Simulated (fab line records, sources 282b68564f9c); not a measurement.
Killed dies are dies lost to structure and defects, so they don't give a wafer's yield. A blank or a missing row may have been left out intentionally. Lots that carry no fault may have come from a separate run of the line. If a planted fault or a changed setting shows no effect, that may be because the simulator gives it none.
fab line records | flow rit_cmos
record lots=6 | wafers=18 | last_day=7
route steps=202 shown ACTIVE@5 M1@202
lots that met no fault: from a run of the same line without faults
start_h: the number of hours between the record's first day and the start of the first shown wafer of the lot | wait_h: hours elapsed since this lot's preceding step | " same as the row above | L1.1+2: a single row standing in for several wafers | - no value present, or no start provided | * or withheld: withheld | < > ~ a bound
route shown NAME@n: NAME is a module with steps in the file, n the number in the route of the first one | usual: average and standard deviation across the fault-free wafers | same: alike in all rows | chamber/n: place in a boat | sites: each site's reading | _std_site: the standard deviation of these | _edge_site: the outer-site mean with the inner-site mean subtracted | radius_mm: for every site, how far away it sits from the centre of the wafer | mask NAME#n: copy n | behind: tool/chamber where the wafer was last shaped | hold: reason for holding the lot/hours on hold/outcome of the hold | device: names the non-switching transistor (n, p or np) | end of line: tests run on the same wafers once the route is complete | a step without rows: its recipe alone | killed: count of dies lost to structure and defects at first sort (not the wafer's yield) | map: a wafer's dies, x killed, . not, _ none there
set.NAME: the setting that was run; set.NAME@STEP: the one run at that earlier step | model.NAME: the simulator's own value behind a step, which no gauge read
lots seen at some steps along the route; tables by step, rows by wafer
services: when a tool's chamber went out of use (start_h, in hours from the record's first day, below 0 if earlier), for how many hours, and the reason
## steps
# step RIT_ACTIVE_THK_MEAS_04
# recipe reads=Si3N4_of_ACTIVE_CVD_03
# usual ACTIVE_NITRIDE_THK=150.6/1.6
lot.wafer | tool          | chamber | start_h | wait_h | ACTIVE_NITRIDE_THK[nm]
L584.1    | film_metro-01 | -       | 28.53   | 0.0    | 151.7
L584.3    | "             | -       | "       | "      | 151.8
L584.6    | "             | -       | "       | "      | 152.9
L587.2    | film_metro-01 | -       | 43.85   | 0.0    | 152.4
L587.4    | "             | -       | "       | "      | 152.9
L587.6    | "             | -       | "       | "      | 153.4
L592.3    | film_metro-01 | -       | 68.55   | 0.0    | 150.2
L592.4    | "             | -       | "       | "      | 150.8
L592.6    | "             | -       | "       | "      | 151.7
L595.1    | film_metro-02 | -       | 84.44   | 0.0    | 147.7
L595.2    | "             | -       | "       | "      | 147.2
L595.3    | "             | -       | "       | "      | 146.2
L597.1    | film_metro-03 | -       | 93.53   | 0.0    | 149.4
L597.4    | "             | -       | "       | "      | 150.3
L597.5    | "             | -       | "       | "      | 149.5
L604.1    | film_metro-01 | -       | 129.24  | 0.0    | 150.5
L604.2    | "             | -       | "       | "      | 150.4
L604.5    | "             | -       | "       | "      | 149.6
# step RIT_ACTIVE_HMDS_05
# recipe prime_time_s=60 | prime_temp_c=140
# step RIT_ACTIVE_COAT_06
# recipe resist=NOVOLAK | spin_rpm=3250 | resist_thk_nm=1000
# step RIT_ACTIVE_SOFTBAKE_07
# recipe resist=NOVOLAK | temp_c=90 | time_s=60
# step RIT_ACTIVE_EXPOSE_08
# recipe mask_id=M1 | na=0.6 | source_shape=conventional | sigma_outer=0.6 | target_cd_nm=1400 | dose_mj=225
# step RIT_ACTIVE_PEB_09
# recipe resist=NOVOLAK | temp_c=withheld | time_s=withheld
# step RIT_ACTIVE_DEVELOP_10
# recipe resist=NOVOLAK | develop_time_s=51.44 | dev_temp_c=23
# step RIT_ACTIVE_CD_MEAS_11
# recipe target_cd_nm=1400
# usual cd_nm=1400.1/2.5
lot.wafer | tool      | chamber | start_h | wait_h | cd_nm
L584.1    | cd_sem-02 | -       | 29.56   | -      | 1400.1
L584.3    | "         | -       | "       | "      | 1399.2
L584.6    | "         | -       | "       | "      | 1397.5
L587.2    | cd_sem-01 | -       | 44.81   | -      | 1401.8
L587.4    | "         | -       | "       | "      | 1400.1
L587.6    | "         | -       | "       | "      | 1399.3
L592.3    | cd_sem-02 | -       | 69.60   | -      | 1402.9
L592.4    | "         | -       | "       | "      | 1401.7
L592.6    | "         | -       | "       | "      | 1403.3
L595.1    | cd_sem-01 | -       | 85.56   | -      | 1400.2
L595.2    | "         | -       | "       | "      | 1400.2
L595.3    | "         | -       | "       | "      | 1398.7
L597.1    | cd_sem-02 | -       | 94.79   | -      | 1403.6
L597.4    | "         | -       | "       | "      | 1402.3
L597.5    | "         | -       | "       | "      | 1404.2
L604.1    | cd_sem-02 | -       | 130.27  | -      | 1399.7
L604.2    | "         | -       | "       | "      | 1399.5
L604.5    | "         | -       | "       | "      | 1398.7
# step RIT_ACTIVE_HARDBAKE_12
# recipe resist=NOVOLAK | temp_c=140 | time_s=60
# step RIT_ACTIVE_ETCH_13
# recipe stop_on=SiO2 | chemistry=SF6 | target=Si3N4 | time_s=210 | over_etch_frac=0.4 | SF6_flow_sccm=200 | pressure_mtorr=260 | rf_w=125 | target_depth_a=2100
# usual drypump_motor_current_A=5.8/0.38 | oes_product_au=0.826/0.014 | rf_fwd_power_W=124.6/0.36 | throttle_valve_pct=7.51/0.11
lot.wafer | tool        | chamber | start_h | wait_h | drypump_motor_current_A | oes_product_au | rf_fwd_power_W | rf_hours_counter_h | throttle_valve_pct
L584.1    | rie_diel-02 | 2       | 29.83   | 0.1    | 5.4                     | 0.838          | 124.6          | 136                | 7.45
L584.3    | "           | 0       | "       | "      | 6.3                     | 0.826          | 124.4          | 114                | 7.62
L584.6    | "           | 0       | "       | "      | 6.3                     | 0.836          | 124.2          | -                  | 7.62
L587.2    | rie_diel-02 | 0       | 45.06   | 0.1    | 6.2                     | 0.831          | 124.6          | 115                | 7.61
L587.4    | "           | 1       | "       | "      | 5.4                     | 0.830          | 125.0          | 80                 | 7.62
L587.6    | "           | 1       | "       | "      | 5.4                     | 0.838          | 124.6          | -                  | 7.62
L592.3    | rie_diel-04 | 3       | 69.83   | 0.1    | 6.3                     | 0.837          | 124.1          | 58                 | 7.50
L592.4    | "           | 1       | "       | "      | 6.1                     | 0.812          | 124.7          | 101                | 7.61
L592.6    | "           | 3       | "       | "      | 6.4                     | 0.842          | 124.3          | -                  | 7.49
L595.1    | rie_diel-02 | 0       | 85.91   | 0.1    | 6.3                     | 0.815          | 124.4          | 115                | 7.61
L595.2    | "           | 1       | "       | "      | 5.4                     | 0.821          | 124.1          | 80                 | 7.64
L595.3    | "           | 2       | "       | "      | 5.4                     | 0.816          | 124.9          | 137                | 7.45
L597.1    | rie_diel-01 | 1       | 95.06   | 0.1    | 5.1                     | 0.831          | 124.7          | 83                 | 7.61
L597.4    | "           | 2       | "       | "      | 6.7                     | 0.807          | 124.4          | 30                 | 7.41
L597.5    | "           | 3       | "       | "      | 5.8                     | 0.836          | 124.8          | -                  | 7.58
L604.1    | rie_diel-02 | 1       | 130.54  | 0.1    | 5.5                     | 0.828          | 124.4          | 81                 | 7.60
L604.2    | "           | 2       | "       | "      | 5.4                     | 0.820          | 124.5          | 138                | 7.45
L604.5    | "           | 1       | "       | "      | 5.5                     | 0.830          | 125.2          | -                  | 7.64
# step RIT_ACTIVE_STRIP_14
# recipe chemistry=O2 | time_s=180 | resist=NOVOLAK | platen_temp_c=withheld | power_w=500 | pressure_mtorr=4000 | o2_flow_sccm=4000
# usual drypump_motor_current_A=5.72/0.29
lot.wafer | tool            | chamber | start_h | wait_h | drypump_motor_current_A | rf_hours_counter_h
L584.1    | plasma_asher-04 | 0       | 29.97   | 0.1    | 5.77                    | 41
L584.3    | "               | 0       | "       | "      | 5.76                    | -
L584.6    | "               | 1       | "       | "      | 5.79                    | -
L587.2    | plasma_asher-01 | 0       | 45.20   | 0.1    | 5.43                    | 39
L587.4    | "               | 1       | "       | "      | 6.11                    | -
L587.6    | "               | 1       | "       | "      | 6.12                    | -
L592.3    | plasma_asher-04 | 0       | 70.03   | 0.1    | 5.77                    | -
L592.4    | "               | 1       | "       | "      | 5.80                    | -
L592.6    | "               | 0       | "       | "      | 5.77                    | -
L595.1    | plasma_asher-04 | 0       | 86.04   | 0.1    | 5.74                    | 47
L595.2    | "               | 1       | "       | "      | 5.80                    | 47
L595.3    | "               | 0       | "       | "      | 5.78                    | -
L597.1    | plasma_asher-02 | 1       | 95.19   | 0.1    | 5.33                    | 30
L597.4    | "               | 0       | "       | "      | 6.01                    | -
L597.5    | "               | 1       | "       | "      | 5.33                    | -
L604.1    | plasma_asher-02 | 1       | 130.68  | 0.1    | 5.34                    | 34
L604.2    | "               | 0       | "       | "      | 6.03                    | 34
L604.5    | "               | 0       | "       | "      | 6.02                    | -
# step RIT_ACTIVE_CD_MEAS_90
# recipe target_cd_nm=1400
# usual cd_nm=1400.1/2.5
lot.wafer | tool      | chamber | start_h | wait_h | cd_nm
L584.1    | cd_sem-02 | -       | 30.14   | 0.1    | 1399.4
L584.3    | "         | -       | "       | "      | 1399.1
L584.6    | "         | -       | "       | "      | 1397.6
L587.2    | cd_sem-02 | -       | 45.39   | 0.1    | 1402.0
L587.4    | "         | -       | "       | "      | 1400.0
L587.6    | "         | -       | "       | "      | 1399.3
L592.3    | cd_sem-01 | -       | 70.18   | 0.1    | 1403.1
L592.4    | "         | -       | "       | "      | 1401.7
L592.6    | "         | -       | "       | "      | 1403.6
L595.1    | cd_sem-01 | -       | 86.22   | 0.1    | 1400.1
L595.2    | "         | -       | "       | "      | 1399.9
L595.3    | "         | -       | "       | "      | 1399.0
L597.1    | cd_sem-02 | -       | 95.37   | 0.1    | 1403.5
L597.4    | "         | -       | "       | "      | 1402.3
L597.5    | "         | -       | "       | "      | 1404.0
L604.1    | cd_sem-01 | -       | 130.85  | 0.1    | 1399.5
L604.2    | "         | -       | "       | "      | 1399.4
L604.5    | "         | -       | "       | "      | 1398.6
# step RIT_ACTIVE_CLEAN_15
# recipe chemistry=SC1 | mix=3:3:50 | time_s=600 | temp_c=75
# usual run_length_s=629/4.3
lot.wafer | tool         | chamber | start_h | wait_h | run_length_s
L584.1    | wet_bench-04 | 1       | 30.26   | 0.1    | 633
L584.3    | "            | 1       | "       | "      | 633
L584.6    | "            | 1       | "       | "      | 633
L587.2    | wet_bench-04 | 1       | 45.49   | 0.1    | 624
L587.4    | "            | 1       | "       | "      | 624
L587.6    | "            | 1       | "       | "      | 624
L592.3    | wet_bench-03 | 1       | 70.26   | 0.1    | 636
L592.4    | "            | 1       | "       | "      | 636
L592.6    | "            | 1       | "       | "      | 636
L595.1    | wet_bench-02 | 1       | 86.34   | 0.1    | 634
L595.2    | "            | 1       | "       | "      | 634
L595.3    | "            | 1       | "       | "      | 634
L597.1    | wet_bench-02 | 3       | 95.49   | 0.1    | 653
L597.4    | "            | 3       | "       | "      | 653
L597.5    | "            | 3       | "       | "      | 653
L604.1    | wet_bench-02 | 2       | 130.97  | 0.1    | 651
L604.2    | "            | 2       | "       | "      | 651
L604.5    | "            | 2       | "       | "      | 651
# step RIT_ACTIVE_CLEAN_16
# recipe chemistry=dHF | dilution=50:1 | time_s=30
# step RIT_M1_PROBE_99
# usual killed_at_M0_to_M3=0.0/0.2 | killed_at_contacts=0.1/0.32 | killed_at_front_end=6.7/2.9 | killed_dies=6.8/2.9 | killed_open=3.3/1.7 | killed_short=3.4/2.1
# same gross_dies=264 | killed_at_M4_up=0 | killed_at_back_side=0 | killed_at_other=0
lot.wafer | tool      | chamber | start_h | wait_h | killed_at_M0_to_M3 | killed_at_contacts | killed_at_front_end | killed_dies | killed_open | killed_short
L584.1    | prober-01 | -       | 76.49   | 0.1    | 0                  | 0                  | 8                   | 8           | 2           | 6
L584.3    | prober-01 | -       | 76.59   | 0.2    | 1                  | 0                  | 10                  | 11          | 7           | 4
L584.6    | prober-01 | -       | 76.74   | 0.2    | 0                  | 0                  | 4                   | 4           | 2           | 2
L587.2    | prober-02 | -       | 87.58   | 0.1    | 0                  | 0                  | 9                   | 9           | 4           | 5
L587.4    | prober-02 | -       | 87.68   | 0.2    | 0                  | 0                  | 6                   | 6           | 4           | 2
L587.6    | prober-02 | -       | 87.78   | 0.2    | 0                  | 0                  | 7                   | 7           | 4           | 3
L592.3    | prober-01 | -       | 113.77  | 0.2    | 0                  | 0                  | 6                   | 6           | 4           | 2
L592.4    | prober-01 | -       | 113.82  | 0.2    | 0                  | 0                  | 9                   | 9           | 3           | 5
L592.6    | prober-01 | -       | 113.92  | 0.2    | 0                  | 0                  | 4                   | 4           | 4           | 0
L595.1    | prober-02 | -       | 128.44  | 0.1    | 0                  | 0                  | 4                   | 4           | 3           | 1
L595.2    | prober-02 | -       | 128.49  | 0.1    | 0                  | 0                  | 6                   | 6           | 1           | 5
L595.3    | prober-02 | -       | 128.54  | 0.2    | 0                  | 0                  | 7                   | 7           | 4           | 3
L597.1    | prober-02 | -       | 140.20  | 0.1    | 0                  | 0                  | 1                   | 1           | 1           | 0
L597.4    | prober-02 | -       | 140.35  | 0.2    | 0                  | 1                  | 2                   | 3           | 2           | 1
L597.5    | prober-02 | -       | 140.40  | 0.2    | 0                  | 0                  | 2                   | 2           | 0           | 2
# killed by level:class
L584.1 GATE:geometric_particle:short=4 FOX2:geometric_particle:open=1 REOX:geometric_particle:short=1 REOX:geometric_particle:open=1 SILICIDE:geometric_particle:short=1
L584.3 GATE:geometric_particle:short=4 GATE:geometric_particle:open=3 FOX1:geometric_particle:open=2 FOX2:geometric_particle:open=1 M1:geometric_particle:open=1
L584.6 GATE:geometric_particle:open=2 GATE:geometric_particle:short=2
L587.2 GATE:geometric_particle:short=5 GATE:geometric_particle:open=2 SILICIDE:geometric_particle:open=2
L587.4 GATE:geometric_particle:open=3 FOX1:geometric_particle:short=1 GATE:geometric_particle:short=1 SILICIDE:geometric_particle:open=1
L587.6 SPACER:geometric_particle:open=2 FOX2:geometric_particle:open=1 GATE:geometric_particle:open=1 GATE:geometric_particle:short=1 SPACER:geometric_particle:short=1 SILICIDE:geometric_particle:short=1
L592.3 GATE:geometric_particle:open=2 FOX1:geometric_particle:short=1 GATE:geometric_particle:short=1 REOX:geometric_particle:open=1 SILICIDE:geometric_particle:open=1
L592.4 GATE:geometric_particle:open=2 FOX2:geometric_particle:open=1 FOX2:geometric_particle:short=1 GATE:geometric_particle:short=1 REOX:geometric_particle:short=1 SPACER:geometric_particle:short=1 SILICIDE:geometric_particle:short=1 NRETRO:coat_microbubble_printed=1
L592.6 FOX1:geometric_particle:open=1 FOX2:geometric_particle:open=1 SPACER:geometric_particle:open=1 SILICIDE:geometric_particle:open=1
L595.1 GATE:geometric_particle:open=3 GATE:geometric_particle:short=1
L595.2 GATE:geometric_particle:short=3 FOX1:geometric_particle:short=1 GATE:geometric_particle:open=1 SILICIDE:geometric_particle:short=1
L595.3 GATE:geometric_particle:open=2 FOX1:geometric_particle:short=1 GATE:geometric_particle:short=1 REOX:geometric_particle:open=1 REOX:geometric_particle:short=1 SILICIDE:geometric_particle:open=1
L597.1 GATE:geometric_particle:open=1
L597.4 GATE:geometric_particle:short=1 GATE:geometric_particle:open=1 CONTACT:geometric_particle:open=1
L597.5 FOX2:geometric_particle:short=1 SILICIDE:geometric_particle:short=1
## services
tool            | chamber | start_h | hours | kind
plasma_asher-02 | -       | 33.23   | 0.7   | repair
rie_diel-02     | 0       | 33.71   | 3.5   | repair
rie_diel-04     | -       | 38.04   | 3.3   | repair
rie_diel-04     | 0       | 38.49   | 7.7   | repair
rie_diel-01     | 1       | 38.91   | 4.2   | repair
rie_diel-04     | -       | 61.42   | 0.1   | repair
plasma_asher-01 | -       | 74.94   | 15.6  | pm
plasma_asher-01 | -       | 106.05  | 2.8   | repair
rie_diel-02     | 3       | 106.31  | 6.2   | repair
rie_diel-04     | -       | 107.91  | 2.8   | pm
plasma_asher-04 | -       | 108.81  | 9.0   | pm
plasma_asher-04 | 0       | 108.81  | 9.0   | vent_cycle
plasma_asher-04 | 1       | 108.81  | 9.0   | vent_cycle
rie_diel-02     | 3       | 112.75  | -     | clean
rie_diel-02     | 3       | 112.75  | 23.8  | scheduled_down
rie_diel-02     | 3       | 112.75  | 23.8  | vent_cycle
plasma_asher-02 | -       | 116.39  | 3.3   | repair
plasma_asher-04 | 0       | 117.81  | -     | clean
plasma_asher-04 | 1       | 117.81  | -     | clean
## key
first_sign step=RIT_ACTIVE_CLEAN_15 | reading=run_length_s | direction=up | sigmas=5.5 | usual=* | struck=*
effect none on later readings
met_at RIT_ACTIVE_CLEAN_15
struck_wafers L597.1,L597.4,L597.5,L604.1,L604.2,L604.5
tester_left_out L597,L604
onset_between 86.34 95.49
fault kind=process_parameter_drift | tool=wet_bench-02 | chamber=- | onset_h=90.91 | steps=RIT_ACTIVE_CLEAN_15 | channel=time_s | offset=* | shape=step | end_h=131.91 | acts_in=* | stated=*
# tester_left_out: of these lots the tester's yield and bins aren't shown, on N5 and GAA mostly nor the transistor test; their killed dies are dies lost to structure and defects alone, not to doping, threshold or leakage, so they don't give the yield
